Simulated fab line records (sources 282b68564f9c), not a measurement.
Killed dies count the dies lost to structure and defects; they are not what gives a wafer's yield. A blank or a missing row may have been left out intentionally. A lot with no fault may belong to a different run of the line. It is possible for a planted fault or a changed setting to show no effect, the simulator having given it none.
Code-filled problem report in 8D (eight disciplines) form :: flow rit_cmos :: the parts of the form that need people (team, actions taken, sign-off) are left out

## 1. WHAT IS WRONG
Across 6 wafers from 2 lots, PRETRO_TW at RIT_PRETRO_TW_MEAS_10 averages 440, while fault-free wafers read 479 with a standard deviation of 7.6. Measured from the usual mean, that is -5.1 standard deviations.
Seen first at day 3 09:56 on film_metro-04, wafer L476.2. The record has a number at this step for 42 wafers belonging to 14 lots. Rule for "out", or "out of limits": more than 4 standard deviations from the usual mean. All remaining wafers that have a number are taken as sound.

## 2. WHAT IT IS AND WHAT IT IS NOT
question: which readings at this step
is: PRETRO_TW
is not: -

question: which lots
is: L476, L480
is not: L471, L472, L473, L474, L475, L477, L479, L485, L488, L492, L493, L494

question: which wafers of those lots
is: all that have a number
is not: -

question: read on which gauges
is: film_metro-01, film_metro-04
is not: film_metro-03

question: when
is: from day 3 09:56
is not: up to then (15 sound wafers); but 21 sound wafers of L477, L479, L485, L488, L492, L493, L494 came after

## 3. THE SUSPECTS, EACH WITH WHAT RULES IT OUT
Counting: a tool stays on the suspect list if, at a process step up to the reading, it processed all lots that are out and no sound lot following the first of them.
- ruled out: the gauge at RIT_PRETRO_TW_MEAS_10. 2 gauges (film_metro-01, film_metro-04) read the wafers that are out.
- implanter-04 at RIT_PRETRO_IMPLANT_08: ruled out as a lasting fault. After its first lot that is out, L476 (day 3 09:38), sound lots L494 ran on it.
Left after counting: nothing in the record.

## 4. THE CAUSE (what the simulator had put in)
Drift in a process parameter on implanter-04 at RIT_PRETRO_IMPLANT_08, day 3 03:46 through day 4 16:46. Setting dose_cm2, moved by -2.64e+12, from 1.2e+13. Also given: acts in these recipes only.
The count ruled it out by mistake, since the rule takes a fault to strike every lot its tool runs from the start of the fault on, and this one did not do so.

## 5. THE EFFECT CHAIN, in route order
Each row: a reading where the mean over the struck wafers with a number is more than 3 standard deviations away from the usual. Only readings whose record carries a usual standard deviation are examined. hours: median over the lots of the time between each lot's start at the first step of this table that gives one and its start at this step. sigmas: the change, counted in usual standard deviations.
hours: 0
step: RIT_PRETRO_IMPLANT_08
reading: dose_ions_cm2
usual: 1.1999e+13
on struck wafers: 9.3645e+12
change: -2.6345e+12
sigmas: -99 or more

hours: 0
step: RIT_PRETRO_IMPLANT_08
reading: faraday_current_uA
usual: 38.1
on struck wafers: 29.6
change: -8.5
sigmas: -11

hours: 0
step: RIT_PRETRO_TW_MEAS_10
reading: PRETRO_TW
usual: 479
on struck wafers: 440
change: -38
sigmas: -5.1
Here are the process steps it includes:
- RIT_PRETRO_IMPLANT_08
Later measuring or inspecting steps at which every struck wafer that the step has a row for has a number for every such reading, and none has moved that far: RIT_GATE_CD_MEAS_16, RIT_PLDD_OVL_MEAS_06.

## 6. WHAT WOULD HAVE CAUGHT IT SOONER
The first out-of-limits reading at a measuring or inspecting step in this record came at day 3 09:56, 6 hours after the fault's start at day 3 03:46.
At RIT_PRETRO_IMPLANT_08, the tool's own readings (dose_ions_cm2, faraday_current_uA) were out on each struck wafer the step has a row for, so an alarm limit on them would have fired on the first such wafer.
